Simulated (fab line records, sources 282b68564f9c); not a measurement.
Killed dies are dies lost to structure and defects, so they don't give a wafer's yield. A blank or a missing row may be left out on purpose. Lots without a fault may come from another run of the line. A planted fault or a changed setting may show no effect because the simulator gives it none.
Problem report in the 8D (eight disciplines) form, filled by code | flow rit_cmos | the parts of the form that need people (team, actions taken, sign-off) are left out

1. THE PROBLEM
NLDD_TW at RIT_NLDD_TW_MEAS_10 reads a mean of 1572 on 6 wafers of 2 lots; wafers without a fault read 2510 with a standard deviation of 24. That is -39 standard deviations from the usual mean.
First seen on wafer L757.2, day 4 04:10, on film_metro-02. The record holds 42 wafers of 14 lots with a number at this step. Rule for "out", or "out of limits": more than 4 standard deviations from the usual mean. The other wafers with a number count as sound.

2. WHAT IT IS AND WHAT IT IS NOT
question                    | is                     | is not
which readings at this step | NLDD_TW                | -
which lots                  | L757, L759             | L751, L752, L764, L765, L766, L767, L768, L769, L770, L771, L773, L774
which wafers of those lots  | all that have a number | -
read on which gauges        | film_metro-02          | film_metro-01, film_metro-03
when                        | from day 4 04:10       | up to then (6 sound wafers); but 30 sound wafers of L764, L765, L766, L767, L768, L769, L770, L771, L773, L774 came after

3. SUSPECTS, AND WHAT RULES EACH OUT
Counting: a tool at a process step up to the reading stays a suspect if it ran every lot that is out and no sound lot after the first of them.
- the gauge at RIT_NLDD_TW_MEAS_10: ruled out. All the wafers that are out were read on film_metro-02, but those of them that RIT_NLDD_IMPLANT_08 has rows for are out there too, on other tools.
- implanter-04 at RIT_NLDD_IMPLANT_08: kept. It ran every lot that is out, first L757 (day 4 03:51), and no sound lot after that. Its own readings are out on those wafers: dose_ions_cm2, faraday_current_uA.
Left after counting: implanter-04 at RIT_NLDD_IMPLANT_08.

4. THE CAUSE (what the simulator had put in)
Process parameter drift: implanter-04, from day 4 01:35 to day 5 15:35, at RIT_NLDD_IMPLANT_08. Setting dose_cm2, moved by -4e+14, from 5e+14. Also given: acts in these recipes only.
Counting left only this tool.

5. THE CHAIN OF EFFECTS, in route order
Each row: a reading whose mean over the struck wafers that have a number lies more than 3 standard deviations from the usual. Only readings for which the record gives a usual standard deviation are gone through. hours: the time from each lot's start at the first step in this table that gives one to its start at this step, as a median over the lots. sigmas: the change in usual standard deviations.
hours | step                    | reading                   | usual        | on struck wafers | change   | sigmas
0     | RIT_NLDD_IMPLANT_08     | dose_ions_cm2             | 5e+14        | 1e+14            | -4e+14   | -99 or more
0     | RIT_NLDD_IMPLANT_08     | end_station_pressure_torr | 6.3e-06 Torr | 5.2e-06          | -1.1e-06 | -3.4
0     | RIT_NLDD_IMPLANT_08     | faraday_current_uA        | 1571         | 316              | -1254    | -43
0     | RIT_NLDD_TW_MEAS_10     | NLDD_TW                   | 2510         | 1572             | -938     | -39
9     | RIT_SDANNEAL_RS_MEAS_07 | NLDD_RS                   | 151.6 ohm/sq | 513.4            | +361.8   | +99 or more
The process steps in it:
- RIT_NLDD_IMPLANT_08

6. WHAT WOULD HAVE CAUGHT IT SOONER
In this record the first reading out of limits at a measuring or inspecting step was taken at day 4 04:10, 3 hours after the fault began at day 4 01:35.
The tool's own readings at RIT_NLDD_IMPLANT_08 were out on every struck wafer that the step has a row for (dose_ions_cm2, faraday_current_uA): an alarm limit on them would have fired on the first of those.
Of the lots that are out (2), L759 began RIT_NLDD_IMPLANT_08 on implanter-04 after day 4 04:10. A hold on the tool at that time would have spared it.
